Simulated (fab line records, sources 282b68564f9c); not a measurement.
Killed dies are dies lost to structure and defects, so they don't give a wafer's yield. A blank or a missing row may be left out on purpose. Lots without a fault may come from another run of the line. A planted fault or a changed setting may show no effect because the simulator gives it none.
Chamber matching | flow rit_cmos | RIT_FOX2_CLEAN_02 on wet_bench-04: 3 sister chambers
The step cleans in dHF, time 180 s. 18 wafers are shown with their chamber, then 6 later ones without.

WAFERS WITH THEIR CHAMBER
wafer  | chamber | run_length_s (s)
L314.2 | 0       | 205.3
L314.4 | 0       | 205.3
L314.5 | 0       | 205.3
L315.2 | 1       | 203.8
L315.5 | 1       | 203.8
L315.6 | 1       | 203.8
L316.2 | 2       | 205.5
L316.5 | 2       | 205.5
L316.6 | 2       | 205.5
L317.2 | 2       | 205.6
L317.5 | 2       | 205.6
L317.6 | 2       | 205.6
L328.3 | 1       | 210.7
L328.4 | 1       | 210.7
L328.5 | 1       | 210.7
L330.1 | 1       | 203.1
L330.4 | 1       | 203.1
L330.5 | 1       | 203.1

SIGNATURES (means of the wafers above)
reading      | chamber 0 | chamber 1 | chamber 2 | scatter within a chamber
run_length_s | 205.300   | 205.867   | 205.550   | 2.66
Rule: a wafer's distance from a chamber is the root of the sum, over the readings, of the square of ((its reading less the chamber's mean) divided by the reading's scatter). The wafer belongs to the nearest chamber; if the next one is less than 2 further off, it can't be placed. The scatter: the root of (the sum of the squares of (reading less its chamber's mean) over the shown wafers, divided by (wafers less chambers)).

WAFERS WITHOUT THEIR CHAMBER
wafer  | run_length_s (s)
L331.1 | 206.6
L331.5 | 206.6
L331.6 | 206.6
L337.3 | 214.1
L337.5 | 214.1
L337.6 | 214.1

WHICH CHAMBER EACH WENT THROUGH
wafer  | from the rows above          | in truth
L331.1 | can't be placed: 1 or 2 or 0 | 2
L331.5 | can't be placed: 1 or 2 or 0 | 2
L331.6 | can't be placed: 1 or 2 or 0 | 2
L337.3 | can't be placed: 1 or 2 or 0 | 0
L337.5 | can't be placed: 1 or 2 or 0 | 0
L337.6 | can't be placed: 1 or 2 or 0 | 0
Placed correctly: 0 of 6. Can't be placed from these rows: 6 (the true chamber is among the candidates in 6). Placed wrongly: 0.
